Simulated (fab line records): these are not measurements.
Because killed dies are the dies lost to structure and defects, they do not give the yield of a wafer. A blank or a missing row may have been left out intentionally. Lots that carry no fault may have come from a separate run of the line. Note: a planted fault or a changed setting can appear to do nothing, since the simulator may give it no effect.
Comparing a struck lot with a sound one ; flow berkeley_cmos170 ; 21 out of 331 route steps
Sound: the wafers L929.1, L929.3, L929.4. Wafers struck: L945.1, L945.2, L945.3. The cause is named last.
At each step with rows: each side's tool, then ch and its chambers, then its first start. Under that, the readings that differ: sound wafers ; struck wafers ; difference of the means ; sigmas: that difference in standard deviations of wafers without a fault.
alike: readings whose means differ by less than 2 such deviations, and words and numbers that are the same on both sides. not compared: withheld readings, readings that some wafer has no value for, bounds like >300 that may hide the same value, and numbers for which the record gives no deviation and whose values overlap.
The two part at a step that has a row with sigmas, a row that says differs or no value, or rows on one side only. Numbers that have no deviation but don't overlap get no sigmas and don't part them. A reading that every wafer of one side lacks parts them only if that side has two wafers or more.

UCB170_WELLDRIVE_THK_MEAS_02:
  sound on film_metro-02, day 3 23:45; struck on film_metro-02, day 7 02:42
  alike: WELLDRIVE_OXIDE_THK
then, 5 steps without rows for these wafers: UCB170_WELLDRIVE_ANNEAL_03 (time 900 s); UCB170_WELLDRIVE_WET_ETCH_04 (etches SiO2 in BOE, time 120 s); UCB170_ACTIVE_CLEAN_00 (cleans in SPM, time 600 s); UCB170_ACTIVE_CLEAN_01 (cleans in dHF, time 60 s); UCB170_ACTIVE_OXIDATION_02 (target thk 26.4 nm, ox time 1260 s).
UCB170_ACTIVE_THK_MEAS_03:
  sound on film_metro-01, day 4 12:02; struck on film_metro-04, day 7 11:05
reading;sound;struck;difference;sigmas
ACTIVE_OXIDE_THK (nm);27.0 26.4 26.3;25.1 25.4 25.8;-1.1;-2
then, 2 steps without rows for these wafers: UCB170_ACTIVE_ANNEAL_04 (time 900 s); UCB170_ACTIVE_CVD_05 (deposits Si3N4 from SiH2Cl2/NH3, target thk 220 nm, time 3150 s).
UCB170_ACTIVE_THK_MEAS_06:
  sound on film_metro-02, day 4 18:12; struck on film_metro-01, day 7 16:34
  alike: ACTIVE_NITRIDE_THK
then, 2 steps without rows for these wafers: UCB170_ACTIVE_HMDS_07 (prime time 60 s); UCB170_ACTIVE_COAT_08 (resist thk 900 nm).
UCB170_ACTIVE_SOFTBAKE_09: time 60 s.
  sound on litho_track-02 ch 0, day 4 18:34; struck on litho_track-01 ch 0, day 7 17:09
reading;sound;struck;difference;sigmas
heater_power_total_W (W);56.77 56.87 56.88;60.10 60.06 60.08;+3.24;+74
plate_temp_C (C);130.05 130.08 129.91;135.90 135.88 136.02;+5.92;+42
model.KrF_of_ACTIVE_COAT_08.thk_nm (nm);899.8 898.7 899.2;894.3 893.9 892.8;-5.6;
  alike: resist_line_temp_C
then, 2 steps without rows for these wafers: UCB170_ACTIVE_EXPOSE_10 (exposes mask ACTIVE, target cd 1200 nm); UCB170_ACTIVE_PEB_11.
UCB170_ACTIVE_DEVELOP_12: develop time 45 s.
  sound: litho_track-03 ch 0; struck: litho_track-02 ch 0
reading;sound;struck;difference;sigmas
model.KrF_of_ACTIVE_COAT_08.thk_nm (nm);885.6 884.5 885;880.2 879.7 878.6;-5.5;
  alike: developer_temp_C, resist_line_temp_C
UCB170_ACTIVE_CD_MEAS_13 targets a cd of 1200 nm.
  sound on cd_sem-02, day 4 19:14; struck on cd_sem-02, day 7 18:00
reading;sound;struck;difference;sigmas
cd_nm (nm);1197.4 1197.6 1197.8;1183.1 1182.0 1181.7;-15.3;-11
UCB170_ACTIVE_OVL_MEAS_14:
  sound on overlay-02, day 4 19:21; struck on overlay-02, day 7 18:07
  alike: ACTIVE_OVL
UCB170_ACTIVE_ETCH_15: etches Si3N4 in CH3F/Ar/O2, stops on SiO2, target depth 242 nm, time 151 s.
  sound on rie_diel-01 ch 0,2,3, day 4 19:23; struck on rie_diel-01 ch 1,2,3, day 7 18:10
reading;sound;struck;difference;sigmas
model.ACTIVE.cd_nm (nm);1197 1198 1198;1183 1182 1182;-15;
  alike: drypump_motor_current_A, oes_product_au, throttle_valve_pct
  not compared: rf_hours_counter_h
UCB170_ACTIVE_STRIP_16: strips in O2.
  sound on plasma_asher-03 ch 0,1, day 4 19:29; struck on plasma_asher-04 ch 0,1, day 7 18:16
  alike: drypump_motor_current_A, oes_product_au, strip_time_to_endpoint_s
  not compared: rf_hours_counter_h
then, 1 step without rows for these wafers: UCB170_M3_PROBE_99.

WHERE THEY PART
At UCB170_ACTIVE_THK_MEAS_03 first; at UCB170_ACTIVE_CD_MEAS_13 last (within this record only). Later steps at which nothing parts them and some readings are alike: UCB170_ACTIVE_OVL_MEAS_14, UCB170_ACTIVE_ETCH_15, UCB170_ACTIVE_STRIP_16.

WHY: the cause the simulator had injected
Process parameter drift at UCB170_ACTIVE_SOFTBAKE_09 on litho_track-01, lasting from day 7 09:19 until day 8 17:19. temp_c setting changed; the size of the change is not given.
